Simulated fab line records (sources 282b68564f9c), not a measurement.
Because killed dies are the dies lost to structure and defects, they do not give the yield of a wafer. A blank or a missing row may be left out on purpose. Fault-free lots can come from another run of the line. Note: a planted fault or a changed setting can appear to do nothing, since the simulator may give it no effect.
Shared-tool check | flow ritCmos | Sampled: 14 lots, 42 wafers

== WHY THIS WAS OPENED ==
RIT_NRETRO_OVL_MEAS_06, reading NRETRO_OVL: flagged on 2 of 14 lots. No-fault wafers: 0.5 nm, standard deviation 1.5.
Rule: a lot gets a flag if all its wafers with a number sit over 4 standard deviations from that mean, or if no wafer of it has a number. The other lots count as sound.

lot  | measured    | on         | NRETRO_OVL (nm), wafer by wafer | flag
L992 | day 2 12:40 | overlay-02 | 0.4 0.5 0.4                     | 
L993 | day 2 17:16 | overlay-02 | 0.1 -1.8 -1.8                   | 
L995 | day 3 03:28 | overlay-02 | 1.1 2.6 -0.2                    | 
L996 | day 3 07:10 | overlay-02 | 1.5 -0.1 2.1                    | 
L997 | day 3 14:31 | overlay-02 | -1.8 -2.1 -1.3                  | 
L998 | day 3 21:35 | overlay-01 | 1.1 2.0 -0.5                    | 
L100 | day 4 03:49 | overlay-02 | -0.4 -1.0 0.8                   | 
L101 | day 4 10:12 | overlay-02 | -2.1 0.0 -0.1                   | 
L106 | day 5 11:35 | overlay-02 | 2.3 1.0 2.9                     | 
L109 | day 5 23:55 | overlay-01 | -180.0 -177.3 -178.6            | FLAGGED
L110 | day 6 07:51 | overlay-02 | -176.6 -177.2 -177.8            | FLAGGED
L111 | day 6 14:19 | overlay-01 | 0.8 0.5 0.3                     | 
L112 | day 6 16:20 | overlay-01 | 2.5 2.8 0.6                     | 
L113 | day 6 20:25 | overlay-02 | 0.9 0.5 -0.9                    | 
The numbers of the flagged lots are -177.9 nm on average: -178.4 nm against the usual, or -99 or more standard deviations.

== EACH LOT AND THE TOOL IT RAN ON ==
The record holds 1 process step before the reading, out of a route of 202 steps. Each cell gives the tool, then ch followed by the chambers the sampled wafers passed through, then the start.
lot  | flag    | RIT_NRETRO_EXPOSE_03
L992 |         | ilineStepper-01 ch 0, day 2 12:16
L993 |         | ilineStepper-01 ch 0, day 2 16:50
L995 |         | ilineStepper-01 ch 0, day 3 03:04
L996 |         | ilineStepper-01 ch 0, day 3 06:45
L997 |         | ilineStepper-01 ch 0, day 3 14:05
L998 |         | ilineStepper-01 ch 0, day 3 21:09
L100 |         | ilineStepper-02 ch 0, day 4 03:24
L101 |         | ilineStepper-02 ch 0, day 4 09:46
L106 |         | ilineStepper-02 ch 0, day 5 11:11
L109 | FLAGGED | ilineStepper-01 ch 0, day 5 23:29
L110 | FLAGGED | ilineStepper-01 ch 0, day 6 07:25
L111 |         | ilineStepper-02 ch 0, day 6 13:53
L112 |         | ilineStepper-02 ch 0, day 6 15:56
L113 |         | ilineStepper-02 ch 0, day 6 20:00
What the steps here do:
- RIT_NRETRO_EXPOSE_03: exposes mask M4, target cd 43900 nm.
- RIT_NRETRO_OVL_MEAS_06

== FLAGGED AGAINST TOTAL, ONE TOOL AT A TIME (gauges that did the reading follow at the end) ==
step                   | tool            | lots run | flagged | share of the flagged lots | sound lots run after its first flagged lot
RIT_NRETRO_EXPOSE_03   | ilineStepper-01 | 8        | 2       | all                       | 0
RIT_NRETRO_EXPOSE_03   | ilineStepper-02 | 6        | 0       | none                      | -
RIT_NRETRO_OVL_MEAS_06 | overlay-01      | 4        | 1       | some                      | 2 (L111,L112)
RIT_NRETRO_OVL_MEAS_06 | overlay-02      | 10       | 1       | some                      | 1 (L113)

== WHAT IS ALLOWED BY THE TABLE ==
Rows of the table that ran each flagged lot: 1, that is ilineStepper-01 at RIT_NRETRO_EXPOSE_03.
- ilineStepper-01 at RIT_NRETRO_EXPOSE_03: 2 of its 8 lots flagged. Its last sound lot is L998 (day 3 21:09), its first flagged lot L109 (day 5 23:29): a fault that began between those two fits.
ilineStepper-01 at RIT_NRETRO_EXPOSE_03 is the single tool remaining.

== WHAT THE SIMULATOR PUT IN ==
Scanner matching overlay: ilineStepper-01, from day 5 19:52 on, at RIT_NRETRO_EXPOSE_03. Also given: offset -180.
Struck lots among those shown: L109, L110. The rule above reached the same finding.
